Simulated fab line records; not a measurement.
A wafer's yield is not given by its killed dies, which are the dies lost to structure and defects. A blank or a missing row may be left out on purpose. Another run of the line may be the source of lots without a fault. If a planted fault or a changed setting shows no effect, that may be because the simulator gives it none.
Comparing a struck lot with a sound one    flow rit_cmos    15 out of 202 route steps
Sound: the wafers L135.1, L135.3, L135.6. Wafers struck: L142.1, L142.3, L142.5. At the end, the cause is stated.
At each step with rows: each side's tool, then ch and its chambers, then its first start. Under that, the readings that differ: sound wafers    struck wafers    difference of the means    sigmas: that difference in standard deviations of wafers without a fault.
alike: same words and numbers on both sides, and readings whose means sit less than 2 such deviations apart. not compared: any withheld reading, any reading some wafer has no value for, any bound like >300 that may hide the same value, and any number with overlapping values for which the record gives no deviation.
Wherever a step has rows on one side only, a row that says differs or no value, or a row with sigmas, the two part there. Numbers that have no deviation but don't overlap get no sigmas and don't part them. Lack of a reading on every wafer of one side parts them only where that side has two or more wafers.

RIT_NRETRO_OVL_MEAS_06:
  sound on overlay-01 at day 3 06:26; struck on overlay-01 at day 4 17:51
  alike: NRETRO_OVL
then, 2 steps without rows for these wafers: RIT_NRETRO_HARDBAKE_07 (time 120 s); RIT_NRETRO_IMPLANT_08.
RIT_NRETRO_STRIP_09: strips in O2, time 180 s.
  sound on plasma_asher-03 ch 0, day 3 06:52; struck on plasma_asher-03 ch 0,1, day 4 18:17
  alike: drypump_motor_current_A
  not compared: rf_hours_counter_h
RIT_NRETRO_TW_MEAS_10:
  sound on film_metro-01 at day 3 07:03; struck on film_metro-01 at day 4 18:28
  alike: NRETRO_TW
then, 6 steps without rows for these wafers: RIT_PRETRO_HMDS_00 (prime time 60 s); RIT_PRETRO_COAT_01 (resist thk 1300 nm); RIT_PRETRO_SOFTBAKE_02 (time 60 s); RIT_PRETRO_EXPOSE_03 (exposes mask M5, target cd 43700 nm); RIT_PRETRO_PEB_04; RIT_PRETRO_DEVELOP_05 (develop time 68 s).
RIT_PRETRO_OVL_MEAS_06:
  sound on overlay-02 at day 3 08:07; struck on overlay-02 at day 4 19:40
  alike: PRETRO_OVL
RIT_PRETRO_HARDBAKE_07: time 120 s.
  sound on litho_track-01 ch 0, day 3 08:09; struck on litho_track-01 ch 0, day 4 19:41
reading                                      sound                 struck                difference  sigmas
heater_power_total_W (W)                     52.03 51.99 51.98     56.87 56.88 56.99     +4.91       +76
plate_temp_C (C)                             139.89 139.94 140.02  150.09 150.22 150.28  +10.25      +73
model.NOVOLAK_of_PRETRO_COAT_01.thk_nm (nm)  1136 1137 1136        1121 1121 1119        -16         
then, 2 steps without rows for these wafers: RIT_PRETRO_IMPLANT_08; RIT_M1_PROBE_99.

## WHERE THEY PART
RIT_PRETRO_HARDBAKE_07 only, going by this record.

WHY: what the simulator had put in
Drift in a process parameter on litho_track-01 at RIT_PRETRO_HARDBAKE_07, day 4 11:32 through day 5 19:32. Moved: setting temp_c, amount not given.
